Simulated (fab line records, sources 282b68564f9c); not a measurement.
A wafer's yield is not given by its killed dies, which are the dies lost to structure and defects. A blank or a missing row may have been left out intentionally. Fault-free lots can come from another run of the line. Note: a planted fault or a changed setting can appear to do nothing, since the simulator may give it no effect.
The tool behind it: which one? :: flow rit cmos :: 14 lots with 42 wafers sampled at 4 steps, on a route of 202 steps

## WHAT THE GAUGES SHOWED, per wafer
RIT_PLDD_OVL_MEAS_06. Usual: PLDD_OVL 1.1 nm, standard deviation 1.4.
lot: L480
measured: day 3 02:16
on: overlay-02
PLDD_OVL (nm): 2.4 -1.0 1.9
flag: 

lot: L482
measured: day 3 09:41
on: overlay-01
PLDD_OVL (nm): 2.6 1.3 4.1
flag: 

lot: L483
measured: day 3 15:11
on: overlay-02
PLDD_OVL (nm): -0.2 0.4 -2.8
flag: 

lot: L485
measured: day 4 00:35
on: overlay-02
PLDD_OVL (nm): 0.1 -1.2 -1.4
flag: 

lot: L486
measured: day 4 05:50
on: overlay-01
PLDD_OVL (nm): 3.0 3.9 3.1
flag: 

lot: L487
measured: day 4 12:28
on: overlay-01
PLDD_OVL (nm): 1.5 3.3 1.2
flag: 

lot: L488
measured: day 4 16:42
on: overlay-01
PLDD_OVL (nm): 2.0 3.9 3.9
flag: 

lot: L489
measured: day 4 20:44
on: overlay-01
PLDD_OVL (nm): 1.2 1.5 0.7
flag: 

lot: L490
measured: day 5 02:13
on: overlay-02
PLDD_OVL (nm): 1.6 1.5 0.7
flag: 

lot: L494
measured: day 6 02:16
on: overlay-01
PLDD_OVL (nm): 0.4 1.3 -0.8
flag: 

lot: L495
measured: day 6 02:51
on: overlay-01
PLDD_OVL (nm): 0.7 0.0 0.4
flag: 

lot: L497
measured: day 6 18:59
on: overlay-01
PLDD_OVL (nm): 1.8 -0.4 3.8
flag: 

lot: L499
measured: day 7 03:14
on: overlay-01
PLDD_OVL (nm): -0.6 0.5 1.1
flag: 

lot: L501
measured: day 7 08:12
on: overlay-02
PLDD_OVL (nm): 3.6 2.0 1.2
flag: 

RIT_NSD_TW_MEAS_10. Usual: NSD_TW 3098, standard deviation 27.
lot: L480
measured: day 3 06:43
on: film metro-02
NSD_TW: 3081 3079 3083
flag: 

lot: L482
measured: day 3 16:35
on: film metro-04
NSD_TW: 3133 3126 3111
flag: 

lot: L483
measured: day 3 20:38
on: film metro-02
NSD_TW: 3094 3070 3090
flag: 

lot: L485
measured: day 4 05:10
on: film metro-04
NSD_TW: 3140 3147 3145
flag: 

lot: L486
measured: day 4 10:17
on: film metro-02
NSD_TW: 3065 3061 3067
flag: 

lot: L487
measured: day 4 16:55
on: film metro-04
NSD_TW: 3151 3146 3138
flag: 

lot: L488
measured: day 4 21:08
on: film metro-03
NSD_TW: 3099 3077 3096
flag: 

lot: L489
measured: day 5 01:20
on: film metro-03
NSD_TW: 3077 3103 3097
flag: 

lot: L490
measured: day 5 06:40
on: film metro-02
NSD_TW: 3069 3082 3071
flag: 

lot: L494
measured: day 6 07:11
on: film metro-03
NSD_TW: 3064 3072 3079
flag: 

lot: L495
measured: day 6 07:23
on: film metro-04
NSD_TW: 3149 3144 3123
flag: 

lot: L497
measured: day 6 23:39
on: film metro-03
NSD_TW: 3059 3073 3061
flag: 

lot: L499
measured: day 7 07:52
on: film metro-03
NSD_TW: 3102 3084 3092
flag: 

lot: L501
measured: day 7 13:14
on: film metro-03
NSD_TW: 3074 3094 3073
flag: 

## TOOL THAT RAN EACH LOT (tool first, then ch and the chambers of the sampled wafers, then the start)
lot: L480
RIT_NWELL_STRIP_09: plasma asher-01 ch 0,1, day 2 05:07
RIT_GATE_STRIP_20: plasma asher-01 ch 0,1, day 2 20:38

lot: L482
RIT_NWELL_STRIP_09: plasma asher-04 ch 0,1, day 2 12:35
RIT_GATE_STRIP_20: plasma asher-03 ch 0,1, day 3 04:09

lot: L483
RIT_NWELL_STRIP_09: plasma asher-01 ch 0,1, day 2 16:56
RIT_GATE_STRIP_20: plasma asher-01 ch 0, day 3 09:28

lot: L485
RIT_NWELL_STRIP_09: plasma asher-04 ch 0,1, day 3 03:30
RIT_GATE_STRIP_20: plasma asher-04 ch 0,1, day 3 18:47

lot: L486
RIT_NWELL_STRIP_09: plasma asher-04 ch 1, day 3 08:31
RIT_GATE_STRIP_20: plasma asher-01 ch 0,1, day 3 23:58

lot: L487
RIT_NWELL_STRIP_09: plasma asher-01 ch 0,1, day 3 13:58
RIT_GATE_STRIP_20: plasma asher-04 ch 0,1, day 4 06:37

lot: L488
RIT_NWELL_STRIP_09: plasma asher-01 ch 0, day 3 18:48
RIT_GATE_STRIP_20: plasma asher-01 ch 0,1, day 4 10:47

lot: L489
RIT_NWELL_STRIP_09: plasma asher-03 ch 0,1, day 3 23:10
RIT_GATE_STRIP_20: plasma asher-04 ch 0,1, day 4 15:08

lot: L490
RIT_NWELL_STRIP_09: plasma asher-04 ch 0,1, day 4 03:52
RIT_GATE_STRIP_20: plasma asher-03 ch 0,1, day 4 19:23

lot: L494
RIT_NWELL_STRIP_09: plasma asher-04 ch 0,1, day 5 01:23
RIT_GATE_STRIP_20: plasma asher-04 ch 0,1, day 5 20:00

lot: L495
RIT_NWELL_STRIP_09: plasma asher-03 ch 0,1, day 5 04:49
RIT_GATE_STRIP_20: plasma asher-03 ch 0,1, day 5 21:13

lot: L497
RIT_NWELL_STRIP_09: plasma asher-04 ch 0,1, day 5 21:01
RIT_GATE_STRIP_20: plasma asher-04 ch 1, day 6 13:17

lot: L499
RIT_NWELL_STRIP_09: plasma asher-04 ch 0,1, day 6 01:26
RIT_GATE_STRIP_20: plasma asher-04 ch 0,1, day 6 21:29

lot: L501
RIT_NWELL_STRIP_09: plasma asher-04 ch 0,1, day 6 11:06
RIT_GATE_STRIP_20: plasma asher-03 ch 0,1, day 7 02:38
- RIT_NWELL_STRIP_09: strips in O2, time 180 s.
- RIT_GATE_STRIP_20: strips in O2, time 180 s.

## WHAT THE TOOLS THEMSELVES READ (means of the sampled wafers that have a number; where no wafer has one, the mark that the record gives instead)
RIT_NWELL_STRIP_09. Usual: drypump motor current A reads 5.5 A (standard deviation 0.44).
lot: L480
tool: plasma asher-01
drypump motor current A (A): 5.8
flag: 

lot: L482
tool: plasma asher-04
drypump motor current A (A): 5.3
flag: 

lot: L483
tool: plasma asher-01
drypump motor current A (A): 5.7
flag: 

lot: L485
tool: plasma asher-04
drypump motor current A (A): 5.3
flag: 

lot: L486
tool: plasma asher-04
drypump motor current A (A): 5.0
flag: 

lot: L487
tool: plasma asher-01
drypump motor current A (A): 5.9
flag: 

lot: L488
tool: plasma asher-01
drypump motor current A (A): 5.6
flag: 

lot: L489
tool: plasma asher-03
drypump motor current A (A): 6.0
flag: 

lot: L490
tool: plasma asher-04
drypump motor current A (A): 5.2
flag: 

lot: L494
tool: plasma asher-04
drypump motor current A (A): 5.3
flag: 

lot: L495
tool: plasma asher-03
drypump motor current A (A): 5.6
flag: 

lot: L497
tool: plasma asher-04
drypump motor current A (A): 5.3
flag: 

lot: L499
tool: plasma asher-04
drypump motor current A (A): 5.3
flag: 

lot: L501
tool: plasma asher-04
drypump motor current A (A): 5.3
flag: 

RIT_GATE_STRIP_20. Usual: drypump motor current A reads 5.6 A (standard deviation 0.48).
lot: L480
tool: plasma asher-01
drypump motor current A (A): 5.9
flag: 

lot: L482
tool: plasma asher-03
drypump motor current A (A): 5.6
flag: 

lot: L483
tool: plasma asher-01
drypump motor current A (A): 5.7
flag: 

lot: L485
tool: plasma asher-04
drypump motor current A (A): 5.3
flag: 

lot: L486
tool: plasma asher-01
drypump motor current A (A): 5.7
flag: 

lot: L487
tool: plasma asher-04
drypump motor current A (A): 5.3
flag: 

lot: L488
tool: plasma asher-01
drypump motor current A (A): 5.7
flag: 

lot: L489
tool: plasma asher-04
drypump motor current A (A): 5.3
flag: 

lot: L490
tool: plasma asher-03
drypump motor current A (A): 5.6
flag: 

lot: L494
tool: plasma asher-04
drypump motor current A (A): 5.1
flag: 

lot: L495
tool: plasma asher-03
drypump motor current A (A): 5.9
flag: 

lot: L497
tool: plasma asher-04
drypump motor current A (A): 4.9
flag: 

lot: L499
tool: plasma asher-04
drypump motor current A (A): 5.1
flag: 

lot: L501
tool: plasma asher-03
drypump motor current A (A): 5.6
flag: 

## THE ANSWER, worked out from the rows above alone
Rule: lot off if the mean of its wafers having a number is beyond 3 standard deviations from the usual mean. A lot without any number at a reading at which 4 lots or more have one is off too. Any other lot the step has rows for is counted as sound. Order of review: gauges by route order, followed by the tools' own readings, for which a lot's mean as printed above is used. At the first step where some lot is off, the reading lying furthest off is the one used; lots without a number count as furthest.
Across all readings shown, no lot is off: no conclusion can be drawn from this.

## WHAT THE SIMULATOR HAD INSERTED
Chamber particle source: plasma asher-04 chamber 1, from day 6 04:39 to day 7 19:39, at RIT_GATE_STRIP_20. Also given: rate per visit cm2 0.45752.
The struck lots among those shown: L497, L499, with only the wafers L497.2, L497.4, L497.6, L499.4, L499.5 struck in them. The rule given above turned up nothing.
